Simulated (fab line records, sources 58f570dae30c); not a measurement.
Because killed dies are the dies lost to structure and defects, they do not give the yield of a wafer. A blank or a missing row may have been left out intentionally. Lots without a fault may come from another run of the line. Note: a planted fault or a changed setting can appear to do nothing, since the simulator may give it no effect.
Split-lot study | flow berkeley-cmos170 | 23 wafers read from 5 lots, route of 331 steps

THE SPLIT
At UCB170_CONTACT_PEB_13, the setting peb-temp-c was moved away from the recipe's 130 C on 9 of the 23 wafers read, by -2.5% to +2.2%. The other wafers ran this setting at the recipe's value.

FROM THE SPLIT TO THE READING: what the file shows between them, 5 steps
- UCB170_CONTACT_DEVELOP_14: develop time 45 s
- UCB170_CONTACT_CD_MEAS_15: target cd 700 nm
- UCB170_CONTACT_ETCH_17: etches BARC in N2/H2
- UCB170_CONTACT_ETCH_18: etches PSG in CHF3/CF4/Ar, stops on TiSi2, target depth 840 nm, time 195 s
- UCB170_CONTACT_STRIP_19: strips in O2

THE READING
Shown in nm: cd-nm at UCB170_CONTACT_CD_MEAS_90, with target cd 700 nm. Fault-free wafers of this fab line usually give 699.8 nm, standard deviation 1.6 nm.

wafer  | tool, chamber at the split | peb-temp-c as run, C | against the recipe | cd-nm, nm | against lot-mates on the recipe
L074.1 | litho-track-02, 0          | 130                  | recipe             | 698.4     | -
L074.2 | litho-track-02, 0          | 130                  | recipe             | 699.4     | -
L074.4 | litho-track-02, 0          | 130                  | recipe             | 698.4     | -
L074.5 | litho-track-02, 0          | 130                  | recipe             | 698.5     | -
L074.6 | litho-track-02, 0          | 130                  | recipe             | 700.8     | -
L076.1 | litho-track-01, 0          | 130                  | recipe             | 698.9     | -
L076.3 | litho-track-01, 0          | 132.8                | +2.2%              | 715.0     | +15.2
L076.4 | litho-track-01, 0          | 130                  | recipe             | 700.7     | -
L076.5 | litho-track-01, 0          | 132.8                | +2.2%              | 716.8     | +17.0
L076.6 | litho-track-01, 0          | 132.8                | +2.2%              | 716.9     | +17.1
L080.1 | litho-track-01, 0          | 130                  | recipe             | 701.1     | -
L080.2 | litho-track-01, 0          | 131.8                | +1.4%              | 712.7     | +12.0
L080.3 | litho-track-01, 0          | 130                  | recipe             | 700.3     | -
L080.5 | litho-track-01, 0          | 131.8                | +1.4%              | 713.3     | +12.6
L080.6 | litho-track-01, 0          | 131.8                | +1.4%              | 711.6     | +10.9
L081.1 | litho-track-04, 0          | 126.8                | -2.5%              | 673.9     | -24.1
L081.2 | litho-track-04, 0          | 130                  | recipe             | 696.8     | -
L081.3 | litho-track-04, 0          | 126.8                | -2.5%              | 675.0     | -23.0
L081.4 | litho-track-04, 0          | 130                  | recipe             | 699.3     | -
L081.5 | litho-track-04, 0          | 126.8                | -2.5%              | 673.0     | -25.0
L084.3 | litho-track-04, 0          | 130                  | recipe             | 700.3     | -
L084.5 | litho-track-04, 0          | 130                  | recipe             | 701.4     | -
L084.6 | litho-track-04, 0          | 130                  | recipe             | 700.4     | -

THE FIT
A straight line over all 23 wafers: cd-nm changes by +9.33 nm for each +1% of peb-temp-c; r = +0.99; the points scatter about the line by 1.8 nm.
The same after taking each lot's own level away (the mean of its wafers on the recipe; 23 wafers): +8.86 nm for each +1%; r = +0.99; scatter 1.4 nm.
Per that fit: largest peb-temp-c move, reading shift of 22 nm.
The span of the lots' own levels, 698.05 to 700.70 nm, comes to 1.7 times the standard deviation stated above.
The two slopes agree, so the slope changes little with the lot-to-lot level.
Check: -22 nm against its lot-mates is what the line predicts for one of the wafers moved furthest among these (-2.5%) when that wafer is left out of the fit. It came out at -24.1 nm against them.

OTHER SPLITS APPLIED TO THESE WAFERS
Other splits were also applied to these wafers ahead of the reading. Each is held against what the fit with the lots' levels taken away leaves over:
other split on the same wafers     | wafers away from the commonest value | r with cd-nm (lot level and that fit taken away)
UCB170_SILICIDE_SPUTTER_01 power-w | 11                                   | +0.06

THE WHOLE CHAIN: every reading that the file lists as answering this split, in the file's order
step                      | what it does         | reading                                                        | change (the file's fit)              | r (the file's)
UCB170_CONTACT_CD_MEAS_15 | target cd 700 nm     | cd-nm                                                          | +8.75 nm for each +1% of the setting | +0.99
UCB170_CONTACT_ETCH_17    | etches BARC in N2/H2 | CONTACT.cd-nm (the simulator's own value, which no gauge read) | +8.81 nm for each +1% of the setting | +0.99
UCB170_CONTACT_CD_MEAS_90 | target cd 700 nm     | cd-nm                                                          | +8.81 nm for each +1% of the setting | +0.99

FILE'S OWN FIT
cd-nm changes by +8.81 nm for each +1% of peb-temp-c, r = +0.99.
